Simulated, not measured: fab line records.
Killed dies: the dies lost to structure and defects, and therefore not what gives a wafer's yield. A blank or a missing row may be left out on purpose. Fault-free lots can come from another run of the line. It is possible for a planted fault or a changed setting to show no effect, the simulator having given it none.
Split-lot trial ; flow berkeley_cmos170 ; 23 wafers read from 5 lots, route of 331 steps

ON THE SPLIT
At UCB170_ACTIVE_EXPOSE_10 (exposes mask ACTIVE, target cd 1200 nm), the setting dose_mj was moved away from the recipe's 20 on 7 of the 23 wafers read, by -7.0% to +7.3%. For the rest of the wafers, this setting stayed at what the recipe calls for.

FROM THE SPLIT TO THE READING: what the file shows between them, 5 steps
- UCB170_ACTIVE_PEB_11
- UCB170_ACTIVE_DEVELOP_12: develop time 45 s
- UCB170_ACTIVE_CD_MEAS_13: target cd 1200 nm
- UCB170_ACTIVE_ETCH_15: etches Si3N4 in CH3F/Ar/O2, stops on SiO2, target depth 242 nm, time 151 s
- UCB170_ACTIVE_STRIP_16: strips in O2

THE READING
cd_nm, in nm, at UCB170_ACTIVE_CD_MEAS_90 (target cd 1200 nm). Typical for fault-free wafers on this fab line: 1200.3 nm, with standard deviation 1 nm.

wafer;tool, chamber at the split;dose_mj as run;against the recipe;cd_nm, nm;against lot-mates on the recipe
L076.1;krf_scanner-01, 0;21.46;+7.3%;1188.1;-11.8
L076.2;krf_scanner-01, 0;20;recipe;1200.5;-
L076.4;krf_scanner-01, 0;20;recipe;1200.2;-
L076.5;krf_scanner-01, 0;21.46;+7.3%;1187.6;-12.3
L076.6;krf_scanner-01, 0;20;recipe;1199.0;-
L079.1;krf_scanner-02, 0;20;recipe;1200.1;-
L079.4;krf_scanner-02, 0;20;recipe;1200.4;-
L079.6;krf_scanner-02, 0;20;recipe;1200.4;-
L078.1;krf_scanner-01, 0;20;recipe;1201.5;-
L078.2;krf_scanner-01, 0;20;recipe;1200.8;-
L078.3;krf_scanner-01, 0;19.13;-4.4%;1209.9;+8.6
L078.5;krf_scanner-01, 0;19.13;-4.4%;1208.4;+7.1
L078.6;krf_scanner-01, 0;20;recipe;1201.7;-
L082.2;krf_scanner-02, 0;20;recipe;1198.6;-
L082.3;krf_scanner-02, 0;18.6;-7.0%;1211.7;+13.2
L082.4;krf_scanner-02, 0;18.6;-7.0%;1211.2;+12.7
L082.5;krf_scanner-02, 0;20;recipe;1198.4;-
L082.6;krf_scanner-02, 0;18.6;-7.0%;1211.2;+12.7
L084.1;krf_scanner-01, 0;20;recipe;1200.5;-
L084.2;krf_scanner-01, 0;20;recipe;1200.2;-
L084.3;krf_scanner-01, 0;20;recipe;1201.0;-
L084.4;krf_scanner-01, 0;20;recipe;1201.0;-
L084.5;krf_scanner-01, 0;20;recipe;1200.9;-

THE FIT
A straight line over all 23 wafers: cd_nm changes by -1.68 nm for each +1% of dose_mj; r = -0.99; the points scatter about the line by 1 nm.
The same after taking each lot's own level away (the mean of its wafers on the recipe; 23 wafers): -1.76 nm for each +1%; r = -1.00; scatter 0.51 nm.
The reading moves by 13 nm for the largest change in dose_mj, on that fit.
Measured against the standard deviation above, the lots' own levels, which go from 1198.50 to 1201.33 nm, span 2.8 times it.
The two slopes agree, so the slope changes little with the lot-to-lot level.
Check: with one of the wafers moved furthest among these (+7.3%) left out of the fit, the line predicts -13 nm for it against its lot-mates. It came out at -11.8 nm against them.

OTHER SPLITS APPLIED TO THESE WAFERS
Note: prior to the reading, these wafers also went through further splits. Each is held against what the fit with the lots' levels taken away leaves over:
other split on the same wafers;wafers away from the commonest value;r with cd_nm (lot level and that fit taken away)
UCB170_START_OXIDATION_02 temp_c;15;+0.10
UCB170_NWELL_CVD_04 sih2cl2_flow_sccm;10;+0.30
UCB170_PWELL_OXIDATION_02 temp_c;15;-0.25
UCB170_PWELL_CVD_05 time_s;15;+0.28
UCB170_ACTIVE_CVD_05 time_s;15;-0.18

THE WHOLE CHAIN: every reading that the file lists as answering this split, in the file's order
step;what it does;reading;change (the file's fit);r (the file's)
UCB170_ACTIVE_CD_MEAS_13;target cd 1200 nm;cd_nm;-1.73 nm for each +1% of the setting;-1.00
UCB170_ACTIVE_ETCH_15;etches Si3N4 in CH3F/Ar/O2, stops on SiO2, target depth 242 nm, time 151 s;ACTIVE.cd_nm (the simulator's own value, which no gauge read);-1.76 nm for each +1% of the setting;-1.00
UCB170_ACTIVE_CD_MEAS_90;target cd 1200 nm;cd_nm;-1.76 nm for each +1% of the setting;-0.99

THE FILE'S OWN FIT
cd_nm changes by -1.76 nm for each +1% of dose_mj, r = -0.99.
